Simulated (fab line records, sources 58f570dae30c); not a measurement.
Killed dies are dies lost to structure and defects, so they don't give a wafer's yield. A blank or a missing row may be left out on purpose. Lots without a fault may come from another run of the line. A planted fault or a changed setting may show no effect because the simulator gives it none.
Which tool did it? | flow berkeley_cmos170 | 14 lots, 42 wafers sampled, at 2 steps of a route of 331

WHAT THE GAUGES READ, wafer by wafer
UCB170_PVT_TW_MEAS_09. Usual: PVT_TW 504.1, standard deviation 1.9.
lot  | measured     | on            | PVT_TW            | flag
L756 | day 6 08:56  | film_metro-01 | 504.8 502.3 504.5 |
L757 | day 6 16:08  | film_metro-03 | 504.1 503.1 501.8 |
L759 | day 7 07:46  | film_metro-04 | 504.2 501.2 501.2 |
L760 | day 7 22:53  | film_metro-01 | 505.7 503.2 504.7 |
L762 | day 7 23:01  | film_metro-04 | 504.7 504.0 503.6 |
L763 | day 8 14:25  | film_metro-03 | 502.9 504.2 501.6 |
L765 | day 8 14:58  | film_metro-04 | 503.7 504.1 505.5 |
L769 | day 10 00:41 | film_metro-01 | 502.8 502.3 503.7 |
L771 | day 10 10:43 | film_metro-03 | 30.6 30.6 30.6    | OFF
L770 | day 10 10:59 | film_metro-01 | 30.8 30.5 30.6    | OFF
L775 | day 10 21:07 | film_metro-04 | 499.0 499.8 498.3 |
L772 | day 10 21:15 | film_metro-03 | 503.1 507.6 504.1 |
L776 | day 11 07:48 | film_metro-03 | 506.7 503.4 505.5 |
L778 | day 11 22:45 | film_metro-01 | 507.3 506.5 505.3 |

WHICH TOOL RAN EACH LOT (tool, then ch and the chambers of the sampled wafers, then the start)
lot  | UCB170_PVT_DEVELOP_05
L756 | litho_track-03 ch 0, day 6 08:00
L757 | litho_track-01 ch 0, day 6 15:00
L759 | litho_track-03 ch 0, day 7 07:00
L760 | litho_track-03 ch 0, day 7 22:00
L762 | litho_track-02 ch 0, day 7 22:00
L763 | litho_track-01 ch 0, day 8 14:00
L765 | litho_track-02 ch 0, day 8 14:00
L769 | litho_track-01 ch 0, day 10 00:00
L771 | litho_track-03 ch 0, day 10 10:00
L770 | litho_track-03 ch 0, day 10 10:00
L775 | litho_track-01 ch 0, day 10 20:00
L772 | litho_track-02 ch 0, day 10 20:00
L776 | litho_track-02 ch 0, day 11 07:00
L778 | litho_track-02 ch 0, day 11 22:00
- UCB170_PVT_DEVELOP_05: develop time 45 s.

WHAT THE TOOLS THEMSELVES READ (means of the sampled wafers that have a number; where no wafer has one, the mark that the record gives instead)
The record holds no such reading with a usual standard deviation.

THE ANSWER, worked out from the rows above alone
Rule: a lot is off if the mean of its wafers that have a number lies more than 3 standard deviations from the usual mean. A lot without any number at a reading at which 4 lots or more have one is off too. The other lots that the step has rows for count as sound. The gauges are gone through in route order, then the tools' own readings, and for those a lot's mean is taken as printed above. The first step at which some lot is off is used, and at that step the reading that is off furthest; a lot without a number counts as furthest.
Off: L771, L770, at UCB170_PVT_TW_MEAS_09 (PVT_TW).
A tool fits if, at a process step before that reading, it ran every lot that is off, and no sound lot after the first of them. The gauges at UCB170_PVT_TW_MEAS_09 are tried like those tools. One fits: litho_track-03 at UCB170_PVT_DEVELOP_05. Its last sound lot is L760 (day 7 22:00), its first lot that is off L771 (day 10 10:00): a fault that began between those two fits.

WHAT THE SIMULATOR HAD PUT IN
Process parameter drift: litho_track-03, from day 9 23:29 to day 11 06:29, at UCB170_PVT_DEVELOP_05. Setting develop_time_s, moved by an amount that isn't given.
Lots struck among those shown: L771, L770. The rule above found the same.
